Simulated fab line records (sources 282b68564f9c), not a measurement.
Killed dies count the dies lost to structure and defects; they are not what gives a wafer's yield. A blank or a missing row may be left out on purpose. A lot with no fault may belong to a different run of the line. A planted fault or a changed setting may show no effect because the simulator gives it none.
fab line records	flow ritCmos
record: lots: 14	wafers: 42	lastDay: 7
route steps=202 shown PLDD@117
lots that met no fault: taken from a fault-free run of the same line
startH: hours from the record's opening day to when the first of the lot's shown wafers began	waitH: hours since the lot's step before	" unchanged from the row above	L1.1+2: several wafers, shown together as one row	- either no value or no given start	* or withheld: withheld	< > ~ a bound
route shown NAME@n: NAME is a module with steps in the file, n the number in the route of the first one	usual: the fault-free wafers' mean and standard deviation	same: alike in all rows	chamber/n: place in a boat	sites: each site's reading	_std_site: the values' standard deviation	_edge_site: the outer-site mean with the inner-site mean subtracted	radiusMm: how far each site lies from the wafer's centre	mask NAME#n: copy n	behind: the most recent tool/chamber to have shaped the wafer	hold: what put the lot on hold/how long, in hours/how the hold closed	device: whichever transistor did not switch (one of n, p or np)	end of line: the tests these same wafers got at the end of their route	where a step has no rows: the recipe by itself	killed: dies that structure and defects cost at the first sort, which is not the same as the wafer's yield	map: dies across one wafer; x = killed, . = not, _ = none there
set.NAME: the setting as run; set.NAME@STEP: as run at that earlier step	model.NAME: the simulator's own value behind a step, which no gauge read
the route's steps for a sample of lots (tables are steps, rows are wafers)
services: the hour from which a tool's chamber was out of use, counted from the record's first day as startH (under 0 if before that day), plus the number of hours and why
== steps ==
step: RIT_PLDD_EXPOSE_03
recipe: maskId: M8	na: 0.57	targetCdNm: 40900	doseMj: 250
usual: exposureDoseMJCm2: 250.06/0.22	focusOffsetNm: 0.0/0.53	na: 0.57/0
lot.wafer	tool	chamber	startH	waitH	mask	exposureDoseMJCm2	focusOffsetNm	na
L445.2	ilineStepper-02	0	48.29	0.1	M8#0	249.87	0.6	0.57
L445.5	"	0	"	"	M8#0	250.05	0.2	0.57
L445.6	"	0	"	"	M8#0	249.99	-0.8	0.57
L446.1	ilineStepper-02	0	56.83	0.1	M8#0	250.01	0.0	0.57
L446.4	"	0	"	"	M8#0	250.19	-1.0	0.57
L446.5	"	0	"	"	M8#0	250.11	-1.2	0.57
L447.1	ilineStepper-01	0	59.01	0.2	M8#0	250.16	-0.6	0.57
L447.5	"	0	"	"	M8#0	249.90	-0.6	0.57
L447.6	"	0	"	"	M8#0	250.29	-0.7	0.57
L448.2	ilineStepper-02	0	63.22	0.2	M8#0	249.56	0.2	0.57
L448.5	"	0	"	"	M8#0	249.95	0.2	0.57
L448.6	"	0	"	"	M8#0	249.84	-0.7	0.57
L449.1	ilineStepper-02	0	68.41	0.1	M8#0	250.16	-0.1	0.57
L449.2	"	0	"	"	M8#0	249.81	0.0	0.57
L449.4	"	0	"	"	M8#0	249.87	-0.2	0.57
L451.1	ilineStepper-01	0	82.57	0.2	M8#0	249.99	-1.1	0.57
L451.2	"	0	"	"	M8#0	249.81	-2.0	0.57
L451.5	"	0	"	"	M8#0	249.98	-0.8	0.57
L452.2	ilineStepper-02	0	84.34	0.2	M8#0	249.92	0.7	0.57
L452.5	"	0	"	"	M8#0	250.37	0.1	0.57
L452.6	"	0	"	"	M8#0	250.04	0.1	0.57
L454.1	ilineStepper-02	-	93.10	0.1	M8#0	-	-	-
L454.4	"	-	"	"	M8#0	-	-	-
L454.6	"	-	"	"	M8#0	-	-	-
L455.1	ilineStepper-02	-	99.24	0.1	M8#0	-	-	-
L455.4	"	-	"	"	M8#0	-	-	-
L455.6	"	-	"	"	M8#0	-	-	-
L456.1	ilineStepper-02	0	105.94	0.1	M8#0	250.02	1.4	0.57
L456.2	"	0	"	"	M8#0	250.10	0.0	0.57
L456.4	"	0	"	"	M8#0	250.37	0.4	0.57
L464.1	ilineStepper-02	0	145.80	0.1	M8#0	250.41	-0.5	0.57
L464.2	"	0	"	"	M8#0	249.90	-0.5	0.57
L464.3	"	0	"	"	M8#0	250.00	-0.3	0.57
L465.4	ilineStepper-01	0	148.51	0.2	M8#0	250.04	-0.1	0.57
L465.5	"	0	"	"	M8#0	249.84	-0.1	0.57
L465.6	"	0	"	"	M8#0	249.93	0.3	0.57
L466.2	ilineStepper-02	0	152.59	0.2	M8#0	249.94	-0.2	0.57
L466.3	"	0	"	"	M8#0	249.99	-0.5	0.57
L466.4	"	0	"	"	M8#0	250.12	0.1	0.57
L467.1	ilineStepper-02	0	158.57	0.1	M8#0	250.30	0.2	0.57
L467.5	"	0	"	"	M8#0	250.13	0.2	0.57
L467.6	"	0	"	"	M8#0	249.80	0.5	0.57
== services ==
tool	chamber	startH	hours	kind
ilineStepper-02	-	88.26	3.6	repair
ilineStepper-01	0	95.17	-	calibration
ilineStepper-02	-	113.33	2.4	repair
ilineStepper-02	-	134.87	2.1	pm
ilineStepper-02	-	136.95	-	consumableReplace:lamp
ilineStepper-01	-	157.58	1.7	pm
== key ==
firstSign: step: RIT_PLDD_EXPOSE_03	reading: toolRecord	direction: missing
effect none on later readings
metAt RIT_PLDD_EXPOSE_03
struckLots L454,L455
sortLeftOut L454.1,L454.4,L454.6,L455.1,L455.4,L455.6
testerLeftOut L454,L455
onsetBetween 84.34 93.10
fault: kind: skippedStepWhole	tool: ilineStepper-02	chamber: -	onsetH: 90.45	steps: RIT_PLDD_EXPOSE_03	scope: struckLotsOnly
testerLeftOut: of these lots the tester's yield and bins aren't shown, on N5 and GAA mostly nor the transistor test; their killed dies are dies lost to structure and defects alone, not to doping, threshold or leakage, so they don't give the yield
sortLeftOut: the simulated sort isn't trusted on such a fault, so these wafers' sort isn't shown, and their yield isn't known
